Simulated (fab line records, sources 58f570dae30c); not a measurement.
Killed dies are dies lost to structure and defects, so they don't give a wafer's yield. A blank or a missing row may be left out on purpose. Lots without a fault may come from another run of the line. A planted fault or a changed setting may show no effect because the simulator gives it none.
Chamber matching | flow berkeley_cmos170 | UCB170_V2_CMP_02 on cmp-01: 4 sister chambers
The step polishes SiO2. 4 wafers are shown with their chamber, then 12 later ones without.

WAFERS WITH THEIR CHAMBER
wafer  | chamber | motor_current_A (A)
L088.1 | 1       | 17.7
L085.1 | 0       | 14.0
L085.3 | 2       | 15.3
L085.4 | 3       | 15.1

WAFERS WITHOUT THEIR CHAMBER
wafer  | motor_current_A (A)
L089.1 | 16.3
L089.2 | 17.6
L089.3 | 15.7
L091.2 | 15.9
L091.4 | 15.6
L091.6 | 14.8
L095.1 | 16.0
L095.3 | 15.8
L095.5 | 16.8
L093.2 | 15.9
L093.3 | 17.4
L093.6 | 17.6

WHICH CHAMBER EACH WENT THROUGH
wafer  | from the rows above          | in truth
L089.1 | can't be placed: 2 or 3 or 1 | 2
L089.2 | 1                            | 1
L089.3 | can't be placed: 2 or 3      | 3
L091.2 | can't be placed: 2 or 3      | 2
L091.4 | can't be placed: 2 or 3      | 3
L091.6 | can't be placed: 3 or 2 or 0 | 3
L095.1 | can't be placed: 2 or 3 or 1 | 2
L095.3 | can't be placed: 2 or 3      | 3
L095.5 | can't be placed: 1 or 2 or 3 | 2
L093.2 | can't be placed: 2 or 3      | 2
L093.3 | 1                            | 1
L093.6 | 1                            | 1
Placed correctly: 3 of 12. Can't be placed from these rows: 9 (the true chamber is among the candidates in 9). Placed wrongly: 0.
How it was worked out, from the rows above alone: a wafer's distance from a chamber is the root of the sum, over the readings, of the square of ((its reading less the chamber's mean) divided by the reading's scatter). The wafer belongs to the nearest chamber; if the next one is less than 2 further off, it can't be placed. A chamber's mean is the mean of its shown wafers. The scatter: with one shown wafer a chamber, the root of the mean of the squares of how far each hidden wafer lies from its nearest shown one.
